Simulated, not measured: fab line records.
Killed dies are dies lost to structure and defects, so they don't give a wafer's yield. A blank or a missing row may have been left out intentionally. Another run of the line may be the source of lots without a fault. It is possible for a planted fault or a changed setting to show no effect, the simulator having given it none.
A struck lot beside a sound one -- flow rit-cmos -- 39 steps out of a route of 202
Sound: the wafers L701.2, L701.4, L701.5. The struck wafers were L707.2, L707.4, L707.6. The cause is named last.
Order at every step that has rows: each side's tool, ch and its chambers, its first start. Under that, the readings that differ: sound wafers -- struck wafers -- difference of the means -- sigmas: that difference in standard deviations of wafers without a fault.
alike: readings whose means differ by less than 2 such deviations, and words and numbers that are the same on both sides. not compared: withheld readings, readings that some wafer has no value for, bounds like >300 that may hide the same value, and numbers for which the record gives no deviation and whose values overlap.
Wherever a step has rows on one side only, a row that says differs or no value, or a row with sigmas, the two part there. Numbers that have no deviation but don't overlap get no sigmas and don't part them. Lack of a reading on every wafer of one side parts them only where that side has two or more wafers.

first, 3 steps without rows for these wafers: RIT_GATE_EXPOSE_13 (exposes mask M6, target cd 150 nm); RIT_GATE_PEB_14; RIT_GATE_DEVELOP_15 (develop time 50 s).
RIT_GATE_CD_MEAS_16: the cd target is 150 nm.
  sound: cd-sem-01 at day 2 21:49; struck: cd-sem-02 at day 3 23:40
reading,sound,struck,difference,sigmas
cd-nm (nm),154.5 153.9 154.1,148.0 149.6 147.9,-5.7,-2
RIT_GATE_OVL_MEAS_17:
  sound: overlay-02 at day 2 21:55; struck: overlay-02 at day 3 23:46
  alike: GATE_OVL
then, 1 step without rows for these wafers: RIT_GATE_HARDBAKE_18 (time 60 s).
RIT_GATE_ETCH_19: etches poly-Si in SF6/CHF3/O2, stops on SiO2, time 168.1 s, target depth 312.5 nm.
  sound on rie-si-02 ch 2,3, day 2 22:06; struck on rie-si-02 ch 2,3, day 3 23:56
  alike: O2_flow_sccm, drypump-motor-current-A, oes-product-au, throttle-valve-pct
  not compared: rf-hours-counter-h
RIT_GATE_STRIP_20: strips in O2, time 180 s.
  sound on plasma-asher-04 ch 0,1, day 2 22:13; struck on plasma-asher-02 ch 0,1, day 4 00:03
  alike: drypump-motor-current-A
  not compared: rf-hours-counter-h
RIT_GATE_CD_MEAS_90: the cd target is 150 nm.
  sound: cd-sem-02 at day 2 22:24; struck: cd-sem-01 at day 4 00:15
reading,sound,struck,difference,sigmas
cd-nm (nm),154.2 154.0 154.5,148.0 149.4 148.1,-5.7,-2
then, 3 steps without rows for these wafers: RIT_REOX_CLEAN_00 (cleans in SC1, time 600 s); RIT_REOX_CLEAN_01 (cleans in dHF, time 30 s); RIT_REOX_CLEAN_02 (cleans in SC2, time 580.9 s).
RIT_REOX_OXIDATION_03: target thk 25.2 nm, ox time 5580 s.
  sound on furnace-03 ch 0, day 3 00:09; struck on furnace-01 ch 0, day 4 00:44
reading,sound,struck,difference,sigmas
spike-tc-centre-C (C),902.3 902.3 902.9,925.3 922.2 922.4,+20.8,+17
spike-tc-load-C (C),928 926 926,940 938 939,+12,+3
spike-tc-source-C (C),919.3 921.2 920.2,946.8 946.9 945.9,+26.3,+9
tube-center-temp-C (C),899.86 899.9 899.93,920.03 919.89 919.89,+20.04,+99 or more
tube_center_temp_C_max,902.6 902.4 901.9,922.1 921.8 922.5,+19.8,+55
zone-power-source-pct (%),26.1 25.8 26.4,29.0 28.8 28.6,+2.7,+5
model.SiO2_of_REOX_OXIDATION_03.thk-nm (nm),24.74 24.39 24.56,30.45 30.48 30.8,+6.01,
RIT_REOX_THK_MEAS_04:
  sound: film-metro-01 at day 3 02:43; struck: film-metro-01 at day 4 03:17
reading,sound,struck,difference,sigmas
REOX_OXIDE_THK (nm),24.7 24.4 24.6,30.4 30.4 30.8,+6.0,+15
then, 6 steps without rows for these wafers: RIT_NLDD_HMDS_00 (prime time 60 s); RIT_NLDD_COAT_01 (resist thk 1000 nm); RIT_NLDD_SOFTBAKE_02 (time 60 s); RIT_NLDD_EXPOSE_03 (exposes mask M7, target cd 40700 nm); RIT_NLDD_PEB_04; RIT_NLDD_DEVELOP_05 (develop time 50 s).
RIT_NLDD_OVL_MEAS_06:
  sound: overlay-02 at day 3 03:40; struck: overlay-01 at day 4 04:11
  alike: NLDD_OVL
then, 2 steps without rows for these wafers: RIT_NLDD_HARDBAKE_07 (time 60 s); RIT_NLDD_IMPLANT_08.
RIT_NLDD_STRIP_09: strips in O2, time 180 s.
  sound on plasma-asher-03 ch 0,1, day 3 03:59; struck on plasma-asher-04 ch 0,1, day 4 04:31
  alike: drypump-motor-current-A
  not compared: rf-hours-counter-h
RIT_NLDD_TW_MEAS_10:
  sound: film-metro-03 at day 3 04:11; struck: film-metro-04 at day 4 04:43
  alike: NLDD_TW
then, 6 steps without rows for these wafers: RIT_PLDD_HMDS_00 (prime time 60 s); RIT_PLDD_COAT_01 (resist thk 1000 nm); RIT_PLDD_SOFTBAKE_02 (time 60 s); RIT_PLDD_EXPOSE_03 (exposes mask M8, target cd 40900 nm); RIT_PLDD_PEB_04; RIT_PLDD_DEVELOP_05 (develop time 50 s).
RIT_PLDD_OVL_MEAS_06:
  sound: overlay-02 at day 3 05:05; struck: overlay-01 at day 4 05:37
  alike: PLDD_OVL
then, 2 steps without rows for these wafers: RIT_PLDD_HARDBAKE_07 (time 60 s); RIT_PLDD_IMPLANT_08.
RIT_PLDD_STRIP_09: strips in O2, time 180 s.
  sound on plasma-asher-04 ch 0,1, day 3 05:25; struck on plasma-asher-04 ch 0,1, day 4 06:05
  alike: drypump-motor-current-A
  not compared: rf-hours-counter-h
RIT_PLDD_TW_MEAS_10:
  sound: film-metro-04 at day 3 05:36; struck: film-metro-03 at day 4 06:17
  alike: PLDD_TW
RIT_SPACER_CLEAN_00: cleans in SC1, time 600 s.
  sound on wet-bench-04 ch 1, day 3 05:39; struck on wet-bench-01 ch 2, day 4 06:20
reading,sound,struck,difference,sigmas
model.SiO2_of_REOX_OXIDATION_03.thk-nm (nm),22.84 22.52 22.67,28.07 28.11 28.41,+5.52,
then, 1 step without rows for these wafers: RIT_SPACER_CLEAN_01 (cleans in dHF, time 30 s).
RIT_M1_PROBE_99:
  sound: prober-01 at day 3 19:56; struck: prober-02 at day 4 19:43
reading,sound,struck,difference,sigmas
killed-at-front-end,0 4 4,11 10 8,+7,+2
killed-dies,0 4 4,11 10 8,+7,+2
model.etest.pmos-turned.r-on-ohm-um,3442 3407 3394,5271 5407 5745,+2060,
model.etest.pmos_0p3.r-on-ohm-um,6356 6216 6148,6911 7016 7175,+794,
model.etest.pmos_0p15.r-on-ohm-um,2830 2770 2777,3487 3559 3634,+768,
model.etest.pldd.rs-ohm-sq,476.6 461.3 474.9,1006 1025 1060,+559,
model.etest.nmos_0p15.r-on-ohm-um,1166 1143 1142,1364 1407 1411,+244,
model.etest.nmos_0p3.r-on-ohm-um,2166 2169 2127,2358 2392 2441,+243,
model.etest.pldd.line-ohm-um,151 145.3 147.3,317.2 319.4 331.8,+174.9,
model.etest.nldd.rs-ohm-sq,369.5 363.8 365.6,560.2 562 571.1,+198.1,
  alike: killed-open, killed-short

WHERE THEY PART
Last at RIT_M1_PROBE_99 as far as this record goes, first at RIT_GATE_CD_MEAS_16.

WHY: the cause the simulator had injected
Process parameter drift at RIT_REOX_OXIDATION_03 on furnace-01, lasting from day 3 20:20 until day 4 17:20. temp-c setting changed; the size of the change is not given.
